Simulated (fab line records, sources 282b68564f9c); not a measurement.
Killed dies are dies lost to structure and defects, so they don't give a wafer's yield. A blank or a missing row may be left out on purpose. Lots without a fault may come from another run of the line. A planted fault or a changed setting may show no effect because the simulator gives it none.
fab line records | flow rit_cmos
record lots=14 wafers=42 last_day=7
route steps=202 shown REOX@101
lots that met no fault: from a run of the same line without faults
start_h: hours from the record's first day to the start of the lot's first wafer shown | wait_h: hours since the lot's step before | " the same as in the row above | L1.1+2: a row that stands for several wafers | - no value, or no start given | * or withheld: withheld | < > ~ a bound
route shown NAME@n: a module of which the file shows steps, and the number in the route of the first | usual: mean/standard deviation of fault-free wafers | same: alike in all rows | chamber/n: place in a boat | sites: the reading at each site | _std_site: their standard deviation | _edge_site: outer sites' mean less inner sites' | radius_mm: how far each site lies from the wafer's centre | mask NAME#n: copy n | behind: the tool/chamber that last shaped the wafer | hold: why the lot was held/for how many hours/how that ended | device: the transistor (n, p or np) that didn't switch | end of line: the same wafers' tests at the end of the route | a step without rows: its recipe alone | killed: dies lost to structure and defects at the first sort, not the wafer's yield | map: a wafer's dies, x killed, . not, _ none there
set.NAME: the setting as run; set.NAME@STEP: as run at that earlier step | model.NAME: the simulator's own value behind a step, which no gauge read
steps of the route over a sample of lots; a table a step, a row a wafer
services: from which hour (start_h, from the record's first day; less than 0 if before it) a tool's chamber was out of use, for how many hours, and why
## steps
# step RIT_REOX_OXIDATION_03
# recipe temp_c=900 ambient=O2 target_thk_a=252 ox_time_s=5580
# usual ox_time_s=5580/0 zone_power_centre_pct=39.9/1.9 zone_power_load_pct=24.8/1.8
# columns lot.wafer tool chamber start_h wait_h ox_time_s zone_power_centre_pct zone_power_load_pct
L147.1 furnace-02 0 43.43 0.0 5580 41.4 25.5
L147.3 " 0 " " 5580 41.9 25.2
L147.5 " 0 " " 5580 41.9 25.5
L149.1 furnace-04 0 53.34 0.5 5580 37.8 26.2
L149.4 " 0 " " 5580 38.5 26.1
L149.5 " 0 " " 5580 38.6 26.3
L150.2 furnace-02 0 58.87 0.0 5580 41.2 25.2
L150.3 " 0 " " 5580 42.6 25.2
L150.5 " 0 " " 5580 41.6 25.7
L151.2 furnace-02 0 64.09 0.0 6696 41.7 25.4
L151.3 " 0 " " 6696 41.3 25.4
L151.5 " 0 " " 6696 42.0 25.4
L152.2 furnace-02 0 68.14 0.0 6696 41.6 25.9
L152.5 " 0 " " 6696 41.3 25.4
L152.6 " 0 " " 6696 41.9 25.5
L153.3 furnace-03 0 72.04 0.3 5580 37.0 21.4
L153.4 " 0 " " 5580 37.6 21.1
L153.6 " 0 " " 5580 37.8 21.1
L155.3 furnace-04 0 85.68 0.0 5580 39.1 26.1
L155.4 " 0 " " 5580 38.3 26.2
L155.6 " 0 " " 5580 38.5 26.4
L163.2 furnace-03 0 125.17 0.0 5580 37.4 21.2
L163.3 " 0 " " 5580 37.1 21.3
L163.6 " 0 " " 5580 38.3 21.2
L164.3 furnace-04 0 128.09 0.3 5580 38.5 26.3
L164.4 " 0 " " 5580 38.1 26.3
L164.5 " 0 " " 5580 38.3 26.3
L165.1 furnace-03 0 132.81 0.4 5580 37.3 21.7
L165.5 " 0 " " 5580 37.7 21.2
L165.6 " 0 " " 5580 37.0 21.5
L166.1 furnace-02 0 137.13 0.0 5580 42.1 25.6
L166.3 " 0 " " 5580 41.5 25.5
L166.6 " 0 " " 5580 40.9 25.6
L167.2 furnace-02 0 144.16 0.0 5580 41.7 25.5
L167.4 " 0 " " 5580 41.8 25.3
L167.5 " 0 " " 5580 40.6 25.3
L168.1 furnace-02 0 148.79 0.0 5580 41.1 25.5
L168.2 " 0 " " 5580 42.0 25.2
L168.4 " 0 " " 5580 42.3 25.0
L169.1 furnace-02 0 153.27 0.1 5580 41.0 25.4
L169.2 " 0 " " 5580 41.3 26.1
L169.3 " 0 " " 5580 41.3 25.8
# step RIT_REOX_THK_MEAS_04
# recipe reads=SiO2_of_REOX_OXIDATION_03
# usual REOX_OXIDE_THK=25.1/0.4
# columns lot.wafer tool chamber start_h wait_h REOX_OXIDE_THK[nm]
L147.1 film_metro-04 - 45.98 0.0 25.6
L147.3 " - " " 25.3
L147.5 " - " " 25.8
L149.1 film_metro-04 - 55.89 0.0 24.7
L149.4 " - " " 24.5
L149.5 " - " " 24.9
L150.2 film_metro-02 - 61.43 0.0 25.5
L150.3 " - " " 25.6
L150.5 " - " " 25.6
L151.2 film_metro-02 - 66.65 0.0 28.1
L151.3 " - " " 27.8
L151.5 " - " " 28.3
L152.2 film_metro-01 - 70.70 0.0 28.0
L152.5 " - " " 27.8
L152.6 " - " " 28.0
L153.3 film_metro-01 - 74.61 0.0 25.3
L153.4 " - " " 25.4
L153.6 " - " " 25.3
L155.3 film_metro-02 - 88.25 0.0 24.7
L155.4 " - " " 24.7
L155.6 " - " " 24.8
L163.2 film_metro-02 - 127.73 0.0 25.3
L163.3 " - " " 25.0
L163.6 " - " " 24.9
L164.3 film_metro-02 - 130.66 0.0 25.0
L164.4 " - " " 24.9
L164.5 " - " " 25.0
L165.1 film_metro-02 - 135.36 0.0 25.3
L165.5 " - " " 25.5
L165.6 " - " " 25.7
L166.1 film_metro-04 - 139.68 0.0 25.0
L166.3 " - " " 24.4
L166.6 " - " " 25.0
L167.2 film_metro-02 - 146.72 0.0 25.2
L167.4 " - " " 25.0
L167.5 " - " " 25.0
L168.1 film_metro-04 - 151.34 0.0 25.9
L168.2 " - " " 25.8
L168.4 " - " " 25.4
L169.1 film_metro-01 - 155.82 0.0 26.4
L169.2 " - " " 25.9
L169.3 " - " " 26.0
## services
# columns tool chamber start_h hours kind
furnace-04 - 72.60 4.2 pm
furnace-03 - 74.59 3.4 pm
furnace-03 - 77.94 4.1 pm
## key
first_sign step=RIT_REOX_OXIDATION_03 reading=ox_time_s direction=up sigmas=99+ usual=* struck=*
effect step=RIT_REOX_THK_MEAS_04 reading=REOX_OXIDE_THK direction=up sigmas=7.1 usual=25.1 struck=28.0
met_at RIT_REOX_OXIDATION_03
struck_lots L151,L152
tester_left_out L151,L152
fault kind=process_parameter_drift tool=furnace-02 chamber=- onset_h=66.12 steps=RIT_REOX_OXIDATION_03 channel=ox_time_s offset=* shape=step end_h=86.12 acts_in=* stated=*
# tester_left_out: of these lots the tester's yield and bins aren't shown, on N5 and GAA mostly nor the transistor test; their killed dies are dies lost to structure and defects alone, not to doping, threshold or leakage, so they don't give the yield
